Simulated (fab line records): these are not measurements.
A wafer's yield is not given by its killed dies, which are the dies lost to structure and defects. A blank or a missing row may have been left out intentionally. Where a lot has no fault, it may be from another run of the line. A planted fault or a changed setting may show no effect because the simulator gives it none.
Split-lot experiment	flow berkeleyCmos170	route with 331 steps; 5 lots, 23 wafers read

== THE SPLIT ITSELF ==
At UCB170_M2_METAL_ETCH_18 (etches Al in Cl2/BCl3, stops on SiO2, target depth 1170 nm, time 195 s), the setting icpW was moved away from the recipe's 600 W on 10 of the 23 wafers read, by -5.2% to +8.5%. The other wafers ran this setting at the recipe's value.

Reading taken at the split's own step.

== THE READING ==
KrF_of_M2_COAT_10.thkNm (the simulator's own value, which no gauge read), in nm, at UCB170_M2_METAL_ETCH_18 (etches Al in Cl2/BCl3, stops on SiO2, target depth 1170 nm, time 195 s). The file gives no usual value for it. Across the 13 wafers here that went through the recipe, the average is 219.9 nm and the standard deviation 11 nm.

wafer	tool, chamber at the split	icpW as run, W	against the recipe	KrF_of_M2_COAT_10.thkNm, nm	against lot-mates on the recipe
L074.1	rieMetal-02, 1	600	recipe	236.2	-
L074.2	rieMetal-02, 0	600	recipe	215.3	-
L074.3	rieMetal-02, 1	651	+8.5%	189.8	-35.9
L074.4	rieMetal-02, 0	651	+8.5%	169.7	-56.1
L074.6	rieMetal-02, 1	651	+8.5%	195.1	-30.7
L075.1	rieMetal-04, 1	600	recipe	203.4	-
L075.2	rieMetal-04, 1	600	recipe	204.4	-
L075.3	rieMetal-04, 1	574.7	-4.2%	226.8	+22.8
L075.5	rieMetal-04, 1	600	recipe	204.1	-
L075.6	rieMetal-04, 1	574.7	-4.2%	230.6	+26.6
L076.1	rieMetal-02, 1	600	recipe	232.8	-
L076.2	rieMetal-02, 0	621.6	+3.6%	184.4	-48.5
L076.3	rieMetal-02, 0	621.6	+3.6%	188.6	-44.3
L076.4	rieMetal-02, 1	600	recipe	233	-
L076.5	rieMetal-02, 0	621.6	+3.6%	195.1	-37.8
L084.1	rieMetal-04, 0	600	recipe	219.9	-
L084.3	rieMetal-04, 0	600	recipe	228.7	-
L084.6	rieMetal-04, 0	600	recipe	214.9	-
L085.1	rieMetal-04, 1	600	recipe	210.3	-
L085.2	rieMetal-04, 0	600	recipe	228.2	-
L085.3	rieMetal-04, 1	568.7	-5.2%	243.8	+21.6
L085.4	rieMetal-04, 0	600	recipe	228	-
L085.6	rieMetal-04, 0	568.7	-5.2%	257.8	+35.6

THE FIT
A straight line over all 23 wafers: KrF_of_M2_COAT_10.thkNm changes by -4.61 nm for each +1% of icpW; r = -0.83; the points scatter about the line by 12 nm.
The same after taking each lot's own level away (the mean of its wafers on the recipe; 23 wafers): -5.74 nm for each +1%; r = -0.90; scatter 11 nm.
According to that fit, moving icpW by its largest amount changes the reading by 49 nm.
Across the lots, their own levels run from 203.97 to 232.90 nm, a range of 2.5 times the standard deviation given above.
Hence the slope depends on the lot-to-lot level, as the two fits are not the same.
Check: with one of the wafers moved furthest among these (+8.5%) left out of the fit, the line predicts -55.1 nm for it against its lot-mates. Against them it came out at -35.9 nm.

== FURTHER SPLITS ON THESE WAFERS ==
Other splits were also applied to these wafers ahead of the reading. Each is held against what the fit with the lots' levels taken away leaves over:
other split on the same wafers	wafers away from the commonest value	r with KrF_of_M2_COAT_10.thkNm (lot level and that fit taken away)
UCB170_V1_PEB_10 pebTempC	9	-0.40
UCB170_M2_COAT_05 spinRpm	6	-0.23

== THE FILE'S OWN FIT ==
KrF_of_M2_COAT_10.thkNm changes by -5.82 nm for each +1% of icpW, r = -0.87.
